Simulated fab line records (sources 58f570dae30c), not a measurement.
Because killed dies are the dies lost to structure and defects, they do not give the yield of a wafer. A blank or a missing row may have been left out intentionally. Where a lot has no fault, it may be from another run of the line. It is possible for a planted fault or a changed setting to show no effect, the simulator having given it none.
Matching of chambers + flow berkeley cmos170 + 4 sister chambers for UCB170_GATE_ETCH_15 on rie si-01
The step etches poly-Si in HBr/Cl2, stops on SiO2, time 56.3 s, target depth 278.2 nm. 4 wafers are shown with their chamber, then 9 later ones without.

== WAFERS WITH THEIR CHAMBER ==
| wafer  | chamber | throttle valve pct (%) |
|--------|---------|------------------------|
| L857.5 | 1       | 26.81                  |
| L855.2 | 0       | 26.14                  |
| L855.3 | 2       | 26.42                  |
| L855.4 | 3       | 26.32                  |

== WAFERS MISSING THEIR CHAMBER ==
| wafer  | throttle valve pct (%) |
|--------|------------------------|
| L865.1 | 26.80                  |
| L865.3 | 26.12                  |
| L865.6 | 26.33                  |
| L863.2 | 26.13                  |
| L863.3 | 26.78                  |
| L863.6 | 26.40                  |
| L866.4 | 26.79                  |
| L866.5 | 26.32                  |
| L866.6 | 26.40                  |

== WHICH CHAMBER EACH ONE RAN IN ==
| wafer  | from the rows above | in truth |
|--------|---------------------|----------|
| L865.1 | 1                   | 1        |
| L865.3 | 0                   | 0        |
| L865.6 | 3                   | 3        |
| L863.2 | 0                   | 0        |
| L863.3 | 1                   | 1        |
| L863.6 | 2                   | 2        |
| L866.4 | 1                   | 1        |
| L866.5 | 3                   | 3        |
| L866.6 | 2                   | 2        |
9 of 9 placed correctly. Left unplaced by these rows: 0. 0 placed wrongly.
How it was worked out, from the rows above alone: a wafer's distance from a chamber is the root of the sum, over the readings, of the square of ((its reading less the chamber's mean) divided by the reading's scatter). If the next closest chamber is less than 2 further off than the closest, the wafer can't be placed; otherwise it belongs to the closest. The mean given for a chamber averages the wafers shown for that chamber. The scatter: with one shown wafer a chamber, the root of the mean of the squares of how far each hidden wafer lies from its nearest shown one.
